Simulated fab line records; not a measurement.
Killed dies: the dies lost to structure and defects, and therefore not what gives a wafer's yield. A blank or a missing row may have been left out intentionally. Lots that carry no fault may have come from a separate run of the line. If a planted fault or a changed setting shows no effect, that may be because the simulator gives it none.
fab line records / flow rit-cmos
record lots=14 wafers=42 last-day=7
route steps=202 shown CONTACT@168 M1@202
lots that met no fault: from a run of the same line without faults
start-h: start of the lot's first displayed wafer, in hours after the record's first day / wait-h: time in hours since the lot's previous step / " the same as in the row above / L1.1+2: several wafers, shown together as one row / - no value present, or no start provided / * or withheld: withheld / < > ~ a bound
route shown NAME@n: a module of which the file shows steps, and the number in the route of the first / usual: mean/standard deviation of fault-free wafers / same: alike in all rows / chamber/n: place in a boat / sites: the reading at each site / _std_site: standard deviation across them / _edge_site: the outer-site mean with the inner-site mean subtracted / radius-mm: how far each site lies from the wafer's centre / mask NAME#n: copy n / behind: the last tool/chamber to shape the wafer / hold: the reason the lot was held/the length of the hold in hours/how it ended / device: names the non-switching transistor (n, p or np) / end of line: the same wafers' tests at the end of the route / step lacking rows: just its recipe / killed: not the wafer's yield, but the dies lost to structure and defects at the first sort / map: a wafer's dies, x killed, . not, _ none there
set.NAME: setting as actually run; set.NAME@STEP: the setting as run at that earlier step / model.NAME: the simulator's own value behind a step, which no gauge read
steps of the route over a sample of lots; a table a step, a row a wafer
services: from which hour (start-h, from the record's first day; less than 0 if before it) a tool's chamber was out of use, for how many hours, and why
## steps
# step RIT_CONTACT_CVD_00
# recipe material=SiO2 target-thk-nm=400 precursor=TEOS temp-c=390 time-s=61 rf-w=400
# usual heater-power-w=299/58
lot.wafer=L585.1 tool=pecvd-01 chamber=0 start-h=55.35 wait-h=0.1 heater-power-w=338
lot.wafer=L585.2 tool=pecvd-01 chamber=2 start-h=55.35 wait-h=0.1 heater-power-w=244
lot.wafer=L585.3 tool=pecvd-01 chamber=1 start-h=55.35 wait-h=0.1 heater-power-w=332
lot.wafer=L586.1 tool=pecvd-04 chamber=0 start-h=65.88 wait-h=0.1 heater-power-w=415
lot.wafer=L586.4 tool=pecvd-04 chamber=1 start-h=65.88 wait-h=0.1 heater-power-w=299
lot.wafer=L586.5 tool=pecvd-04 chamber=0 start-h=65.88 wait-h=0.1 heater-power-w=438
lot.wafer=L587.2 tool=pecvd-03 chamber=2 start-h=69.39 wait-h=0.0 heater-power-w=204
lot.wafer=L587.4 tool=pecvd-03 chamber=0 start-h=69.39 wait-h=0.0 heater-power-w=200
lot.wafer=L587.6 tool=pecvd-03 chamber=1 start-h=69.39 wait-h=0.0 heater-power-w=353
lot.wafer=L590.1 tool=pecvd-03 chamber=2 start-h=82.17 wait-h=0.1 heater-power-w=261
lot.wafer=L590.4 tool=pecvd-03 chamber=0 start-h=82.17 wait-h=0.1 heater-power-w=196
lot.wafer=L590.6 tool=pecvd-03 chamber=1 start-h=82.17 wait-h=0.1 heater-power-w=279
lot.wafer=L591.1 tool=pecvd-01 chamber=0 start-h=88.13 wait-h=0.1 heater-power-w=347
lot.wafer=L591.3 tool=pecvd-01 chamber=1 start-h=88.13 wait-h=0.1 heater-power-w=278
lot.wafer=L591.6 tool=pecvd-01 chamber=1 start-h=88.13 wait-h=0.1 heater-power-w=288
lot.wafer=L592.2 tool=pecvd-04 chamber=1 start-h=94.17 wait-h=0.0 heater-power-w=253
lot.wafer=L592.3 tool=pecvd-04 chamber=2 start-h=94.17 wait-h=0.0 heater-power-w=278
lot.wafer=L592.5 tool=pecvd-04 chamber=2 start-h=94.17 wait-h=0.0 heater-power-w=293
lot.wafer=L594.3 tool=pecvd-03 chamber=1 start-h=99.79 wait-h=0.0 heater-power-w=307
lot.wafer=L594.4 tool=pecvd-03 chamber=2 start-h=99.79 wait-h=0.0 heater-power-w=278
lot.wafer=L594.5 tool=pecvd-03 chamber=1 start-h=99.79 wait-h=0.0 heater-power-w=320
lot.wafer=L593.2 tool=pecvd-01 chamber=1 start-h=100.89 wait-h=0.0 heater-power-w=324
lot.wafer=L593.4 tool=pecvd-01 chamber=2 start-h=100.89 wait-h=0.0 heater-power-w=285
lot.wafer=L593.6 tool=pecvd-01 chamber=1 start-h=100.89 wait-h=0.0 heater-power-w=247
lot.wafer=L595.1 tool=pecvd-04 chamber=2 start-h=108.55 wait-h=0.1 heater-power-w=304
lot.wafer=L595.2 tool=pecvd-04 chamber=1 start-h=108.55 wait-h=0.1 heater-power-w=308
lot.wafer=L595.3 tool=pecvd-04 chamber=0 start-h=108.55 wait-h=0.1 heater-power-w=412
lot.wafer=L596.2 tool=pecvd-03 chamber=2 start-h=112.98 wait-h=0.0 heater-power-w=268
lot.wafer=L596.3 tool=pecvd-03 chamber=1 start-h=112.98 wait-h=0.0 heater-power-w=336
lot.wafer=L596.6 tool=pecvd-03 chamber=2 start-h=112.98 wait-h=0.0 heater-power-w=277
lot.wafer=L597.1 tool=pecvd-01 chamber=0 start-h=117.50 wait-h=0.1 heater-power-w=329
lot.wafer=L597.2 tool=pecvd-01 chamber=1 start-h=117.50 wait-h=0.1 heater-power-w=297
lot.wafer=L597.3 tool=pecvd-01 chamber=2 start-h=117.50 wait-h=0.1 heater-power-w=298
lot.wafer=L602.3 tool=pecvd-03 chamber=2 start-h=141.35 wait-h=0.1 heater-power-w=222
lot.wafer=L602.5 tool=pecvd-03 chamber=1 start-h=141.35 wait-h=0.1 heater-power-w=329
lot.wafer=L602.6 tool=pecvd-03 chamber=0 start-h=141.35 wait-h=0.1 heater-power-w=211
lot.wafer=L604.1 tool=pecvd-04 chamber=1 start-h=151.20 wait-h=0.1 heater-power-w=237
lot.wafer=L604.2 tool=pecvd-04 chamber=0 start-h=151.20 wait-h=0.1 heater-power-w=399
lot.wafer=L604.4 tool=pecvd-04 chamber=0 start-h=151.20 wait-h=0.1 heater-power-w=400
lot.wafer=L605.2 tool=pecvd-03 chamber=2 start-h=158.00 wait-h=0.0 heater-power-w=282
lot.wafer=L605.3 tool=pecvd-03 chamber=0 start-h=158.00 wait-h=0.0 heater-power-w=234
lot.wafer=L605.5 tool=pecvd-03 chamber=1 start-h=158.00 wait-h=0.0 heater-power-w=357
# step RIT_CONTACT_THK_MEAS_01
# recipe reads=SiO2_of_CONTACT_CVD_00
# usual CONTACT_TEOS_THK=400/4.9
lot.wafer=L585.1 tool=film-metro-04 chamber=- start-h=55.40 wait-h=0.0 hold=- CONTACT_TEOS_THK[nm]=397
lot.wafer=L585.2 tool=film-metro-04 chamber=- start-h=55.40 wait-h=0.0 hold=- CONTACT_TEOS_THK[nm]=398
lot.wafer=L585.3 tool=film-metro-04 chamber=- start-h=55.40 wait-h=0.0 hold=- CONTACT_TEOS_THK[nm]=399
lot.wafer=L586.1 tool=film-metro-01 chamber=- start-h=65.94 wait-h=0.0 hold=- CONTACT_TEOS_THK[nm]=402
lot.wafer=L586.4 tool=film-metro-01 chamber=- start-h=65.94 wait-h=0.0 hold=- CONTACT_TEOS_THK[nm]=411
lot.wafer=L586.5 tool=film-metro-01 chamber=- start-h=65.94 wait-h=0.0 hold=- CONTACT_TEOS_THK[nm]=409
lot.wafer=L587.2 tool=film-metro-01 chamber=- start-h=69.45 wait-h=0.0 hold=- CONTACT_TEOS_THK[nm]=399
lot.wafer=L587.4 tool=film-metro-01 chamber=- start-h=69.45 wait-h=0.0 hold=- CONTACT_TEOS_THK[nm]=403
lot.wafer=L587.6 tool=film-metro-01 chamber=- start-h=69.45 wait-h=0.0 hold=- CONTACT_TEOS_THK[nm]=409
lot.wafer=L590.1 tool=film-metro-04 chamber=- start-h=82.22 wait-h=0.0 hold=- CONTACT_TEOS_THK[nm]=396
lot.wafer=L590.4 tool=film-metro-04 chamber=- start-h=82.22 wait-h=0.0 hold=- CONTACT_TEOS_THK[nm]=405
lot.wafer=L590.6 tool=film-metro-04 chamber=- start-h=82.22 wait-h=0.0 hold=- CONTACT_TEOS_THK[nm]=408
lot.wafer=L591.1 tool=film-metro-01 chamber=- start-h=88.18 wait-h=0.0 hold=- CONTACT_TEOS_THK[nm]=391
lot.wafer=L591.3 tool=film-metro-01 chamber=- start-h=88.18 wait-h=0.0 hold=- CONTACT_TEOS_THK[nm]=388
lot.wafer=L591.6 tool=film-metro-01 chamber=- start-h=88.18 wait-h=0.0 hold=- CONTACT_TEOS_THK[nm]=396
lot.wafer=L592.2 tool=film-metro-04 chamber=- start-h=94.23 wait-h=0.0 hold=- CONTACT_TEOS_THK[nm]=404
lot.wafer=L592.3 tool=film-metro-04 chamber=- start-h=94.23 wait-h=0.0 hold=- CONTACT_TEOS_THK[nm]=399
lot.wafer=L592.5 tool=film-metro-04 chamber=- start-h=94.23 wait-h=0.0 hold=- CONTACT_TEOS_THK[nm]=407
lot.wafer=L594.3 tool=film-metro-03 chamber=- start-h=99.86 wait-h=0.0 hold=- CONTACT_TEOS_THK[nm]=399
lot.wafer=L594.4 tool=film-metro-03 chamber=- start-h=99.86 wait-h=0.0 hold=- CONTACT_TEOS_THK[nm]=406
lot.wafer=L594.5 tool=film-metro-03 chamber=- start-h=99.86 wait-h=0.0 hold=- CONTACT_TEOS_THK[nm]=407
lot.wafer=L593.2 tool=film-metro-03 chamber=- start-h=100.95 wait-h=0.0 hold=- CONTACT_TEOS_THK[nm]=393
lot.wafer=L593.4 tool=film-metro-03 chamber=- start-h=100.95 wait-h=0.0 hold=- CONTACT_TEOS_THK[nm]=397
lot.wafer=L593.6 tool=film-metro-03 chamber=- start-h=100.95 wait-h=0.0 hold=- CONTACT_TEOS_THK[nm]=403
lot.wafer=L595.1 tool=film-metro-03 chamber=- start-h=108.60 wait-h=0.0 hold=- CONTACT_TEOS_THK[nm]=404
lot.wafer=L595.2 tool=film-metro-03 chamber=- start-h=108.60 wait-h=0.0 hold=- CONTACT_TEOS_THK[nm]=400
lot.wafer=L595.3 tool=film-metro-03 chamber=- start-h=108.60 wait-h=0.0 hold=- CONTACT_TEOS_THK[nm]=396
lot.wafer=L596.2 tool=film-metro-03 chamber=- start-h=113.05 wait-h=0.0 hold=- CONTACT_TEOS_THK[nm]=390
lot.wafer=L596.3 tool=film-metro-03 chamber=- start-h=113.05 wait-h=0.0 hold=- CONTACT_TEOS_THK[nm]=394
lot.wafer=L596.6 tool=film-metro-03 chamber=- start-h=113.05 wait-h=0.0 hold=- CONTACT_TEOS_THK[nm]=399
lot.wafer=L597.1 tool=film-metro-01 chamber=- start-h=117.55 wait-h=0.0 hold=- CONTACT_TEOS_THK[nm]=396
lot.wafer=L597.2 tool=film-metro-01 chamber=- start-h=117.55 wait-h=0.0 hold=- CONTACT_TEOS_THK[nm]=396
lot.wafer=L597.3 tool=film-metro-01 chamber=- start-h=117.55 wait-h=0.0 hold=- CONTACT_TEOS_THK[nm]=398
lot.wafer=L602.3 tool=film-metro-03 chamber=- start-h=141.42 wait-h=0.0 hold=await-dispo/0.2h/release CONTACT_TEOS_THK[nm]=402
lot.wafer=L602.5 tool=film-metro-03 chamber=- start-h=141.42 wait-h=0.0 hold=await-dispo/0.2h/release CONTACT_TEOS_THK[nm]=210
lot.wafer=L602.6 tool=film-metro-03 chamber=- start-h=141.42 wait-h=0.0 hold=await-dispo/0.2h/release CONTACT_TEOS_THK[nm]=405
lot.wafer=L602.3 tool=film-metro-03 chamber=- start-h=141.65 wait-h=0.2 hold=- CONTACT_TEOS_THK[nm]=402
lot.wafer=L602.5 tool=film-metro-03 chamber=- start-h=141.65 wait-h=0.2 hold=- CONTACT_TEOS_THK[nm]=210
lot.wafer=L602.6 tool=film-metro-03 chamber=- start-h=141.65 wait-h=0.2 hold=- CONTACT_TEOS_THK[nm]=405
lot.wafer=L604.1 tool=film-metro-03 chamber=- start-h=151.25 wait-h=0.0 hold=- CONTACT_TEOS_THK[nm]=397
lot.wafer=L604.2 tool=film-metro-03 chamber=- start-h=151.25 wait-h=0.0 hold=- CONTACT_TEOS_THK[nm]=396
lot.wafer=L604.4 tool=film-metro-03 chamber=- start-h=151.25 wait-h=0.0 hold=- CONTACT_TEOS_THK[nm]=404
lot.wafer=L605.2 tool=film-metro-04 chamber=- start-h=158.06 wait-h=0.0 hold=await-dispo/0.2h/release CONTACT_TEOS_THK[nm]=404
lot.wafer=L605.3 tool=film-metro-04 chamber=- start-h=158.06 wait-h=0.0 hold=await-dispo/0.2h/release CONTACT_TEOS_THK[nm]=395
lot.wafer=L605.5 tool=film-metro-04 chamber=- start-h=158.06 wait-h=0.0 hold=await-dispo/0.2h/release CONTACT_TEOS_THK[nm]=211
lot.wafer=L605.2 tool=film-metro-04 chamber=- start-h=158.29 wait-h=0.2 hold=- CONTACT_TEOS_THK[nm]=405
lot.wafer=L605.3 tool=film-metro-04 chamber=- start-h=158.29 wait-h=0.2 hold=- CONTACT_TEOS_THK[nm]=395
lot.wafer=L605.5 tool=film-metro-04 chamber=- start-h=158.29 wait-h=0.2 hold=- CONTACT_TEOS_THK[nm]=211
# step RIT_M1_PROBE_99
# usual killed-at-contacts=0.1/0.31 killed-at-front-end=7/3 killed-dies=7/3 killed-open=3.2/1.9 killed-short=3.6/2.2
# same gross-dies=264 killed_at_M0_to_M3=0 killed_at_M4_up=0 killed-at-back-side=0 killed-at-other=0
lot.wafer=L602.3 tool=prober-01 chamber=- start-h=150.42 wait-h=0.2 killed-at-contacts=0 killed-at-front-end=8 killed-dies=8 killed-open=3 killed-short=5
lot.wafer=L602.5 tool=prober-01 chamber=- start-h=150.52 wait-h=0.2 killed-at-contacts=0 killed-at-front-end=3 killed-dies=3 killed-open=0 killed-short=3
lot.wafer=L602.6 tool=prober-01 chamber=- start-h=150.57 wait-h=0.2 killed-at-contacts=0 killed-at-front-end=9 killed-dies=9 killed-open=4 killed-short=5
lot.wafer=L605.2 tool=prober-02 chamber=- start-h=167.13 wait-h=0.1 killed-at-contacts=0 killed-at-front-end=3 killed-dies=3 killed-open=2 killed-short=1
lot.wafer=L605.3 tool=prober-02 chamber=- start-h=167.18 wait-h=0.2 killed-at-contacts=0 killed-at-front-end=5 killed-dies=5 killed-open=3 killed-short=2
lot.wafer=L605.5 tool=prober-02 chamber=- start-h=167.28 wait-h=0.2 killed-at-contacts=0 killed-at-front-end=4 killed-dies=4 killed-open=2 killed-short=2
# killed by level:class
L602.3 GATE:geometric-particle:short=3 FOX1:geometric-particle:open=1 FOX2:geometric-particle:open=1 GATE:geometric-particle:open=1 REOX:geometric-particle:short=1 SILICIDE:geometric-particle:short=1
L602.5 FOX1:geometric-particle:short=1 FOX2:geometric-particle:short=1 REOX:geometric-particle:short=1
L602.6 GATE:geometric-particle:short=3 REOX:geometric-particle:open=2 FOX1:geometric-particle:short=1 FOX2:geometric-particle:open=1 GATE:geometric-particle:open=1 REOX:geometric-particle:short=1
L605.2 GATE:geometric-particle:open=1 REOX:geometric-particle:short=1 REOX:geometric-particle:open=1
L605.3 FOX1:geometric-particle:open=1 FOX2:geometric-particle:short=1 REOX:geometric-particle:short=1 SPACER:geometric-particle:open=1 SILICIDE:geometric-particle:open=1
L605.5 GATE:geometric-particle:open=1 GATE:geometric-particle:short=1 REOX:geometric-particle:short=1 REOX:geometric-particle:open=1
## services
tool=pecvd-04 chamber=- start-h=33.98 hours=1.0 kind=repair
tool=pecvd-01 chamber=0 start-h=35.36 hours=10.4 kind=repair
tool=pecvd-04 chamber=- start-h=43.63 hours=0.3 kind=repair
tool=pecvd-01 chamber=- start-h=59.05 hours=5.5 kind=pm
tool=pecvd-03 chamber=- start-h=62.97 hours=1.3 kind=repair
## key
first-sign step=RIT_CONTACT_THK_MEAS_01 reading=visit direction=added
effect step=RIT_CONTACT_THK_MEAS_01 reading=CONTACT_TEOS_THK direction=down sigmas=39 usual=400 struck=211
met-at RIT_CONTACT_CVD_00
struck-lots L602,L605
struck-wafers L602.5,L605.5
tester-left-out L602,L605
onset-between 112.98 141.35
fault kind=process-parameter-drift tool=pecvd-03 chamber=1 onset-h=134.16 steps=RIT_CONTACT_CVD_00 channel=target-thk-nm offset=-193.43 shape=step end-h=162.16 stated=400
# tester-left-out: of these lots the tester's yield and bins aren't shown, on N5 and GAA mostly nor the transistor test; their killed dies are dies lost to structure and defects alone, not to doping, threshold or leakage, so they don't give the yield
